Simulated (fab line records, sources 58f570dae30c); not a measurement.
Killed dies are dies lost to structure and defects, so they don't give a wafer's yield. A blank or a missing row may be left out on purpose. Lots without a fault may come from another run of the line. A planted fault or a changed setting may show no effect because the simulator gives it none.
Tool commonality check | flow berkeley_cmos170 | 14 lots, 42 wafers sampled

WHY IT WAS OPENED
At UCB170_SPACER_THK_MEAS_01 the reading SPACER_TEOS_THK is flagged on 2 of 14 lots. Wafers without a fault read 375 nm, standard deviation 5.4.
Rule: a lot is flagged when every wafer of it that has a number lies more than 4 standard deviations from that mean, or none has a number. The other lots count as sound.

lot  | measured     | on            | SPACER_TEOS_THK (nm), wafer by wafer | flag
L103 | day 7 14:29  | film_metro-02 | 375 378 376                          |
L105 | day 7 14:29  | film_metro-03 | 371 379 386                          |
L104 | day 7 14:52  | film_metro-02 | 373 383 379                          |
L102 | day 7 15:14  | film_metro-01 | 366 377 375                          |
L106 | day 8 07:52  | film_metro-03 | 373 366 375                          |
L107 | day 8 07:52  | film_metro-01 | 374 372 374                          |
L111 | day 9 04:11  | film_metro-02 | 369 365 372                          |
L112 | day 9 17:58  | film_metro-01 | 378 386 376                          |
L113 | day 9 19:56  | film_metro-03 | 371 371 370                          |
L114 | day 9 22:11  | film_metro-01 | 376 377 376                          |
L116 | day 10 00:45 | film_metro-02 | 741 747 752                          | FLAGGED
L118 | day 10 00:45 | film_metro-01 | 738 757 767                          | FLAGGED
L119 | day 10 13:13 | film_metro-01 | 365 376 377                          |
L123 | day 11 13:16 | film_metro-02 | 378 377 384                          |
The numbers of the flagged lots are 750 nm on average: +375 nm against the usual, or +70 standard deviations.

WHICH TOOL RAN EACH LOT
The record holds 1 process step before the reading, out of a route of 331 steps. In each cell: the tool, then ch and the chambers that the sampled wafers went through, then the start.
lot  | flag    | UCB170_SPACER_CVD_00
L103 |         | pecvd-02 ch 0,1,2, day 7 14:26
L105 |         | pecvd-04 ch 0,2, day 7 14:26
L104 |         | pecvd-01 ch 0,1, day 7 14:49
L102 |         | pecvd-02 ch 1,2, day 7 15:12
L106 |         | pecvd-02 ch 0,1, day 8 07:49
L107 |         | pecvd-04 ch 0,1,2, day 8 07:49
L111 |         | pecvd-01 ch 1,2, day 9 04:09
L112 |         | pecvd-02 ch 0,2, day 9 17:55
L113 |         | pecvd-01 ch 0,1,2, day 9 19:53
L114 |         | pecvd-01 ch 0,1,2, day 9 22:08
L116 | FLAGGED | pecvd-04 ch 0,1,2, day 10 00:30
L118 | FLAGGED | pecvd-02 ch 1,2, day 10 00:30
L119 |         | pecvd-02 ch 1,2, day 10 13:10
L123 |         | pecvd-01 ch 1,2, day 11 13:13
What these steps do:
- UCB170_SPACER_CVD_00: deposits SiO2 from TEOS/O2, target thk 376 nm, time 47 s.
- UCB170_SPACER_THK_MEAS_01

FLAGGED OVER TOTAL, TOOL BY TOOL (the gauges that took the reading come last)
step                      | tool          | lots run | flagged | share of the flagged lots | sound lots run after its first flagged lot
UCB170_SPACER_CVD_00      | pecvd-01      | 5        | 0       | none                      | -
UCB170_SPACER_CVD_00      | pecvd-02      | 6        | 1       | some                      | 1 (L119)
UCB170_SPACER_CVD_00      | pecvd-04      | 3        | 1       | some                      | 0
UCB170_SPACER_THK_MEAS_01 | film_metro-01 | 6        | 1       | some                      | 1 (L119)
UCB170_SPACER_THK_MEAS_01 | film_metro-02 | 5        | 1       | some                      | 1 (L123)
UCB170_SPACER_THK_MEAS_01 | film_metro-03 | 3        | 0       | none                      | -

WHAT THE TABLE ALLOWS
No row of the table ran every flagged lot.

WHAT THE SIMULATOR HAD PUT IN
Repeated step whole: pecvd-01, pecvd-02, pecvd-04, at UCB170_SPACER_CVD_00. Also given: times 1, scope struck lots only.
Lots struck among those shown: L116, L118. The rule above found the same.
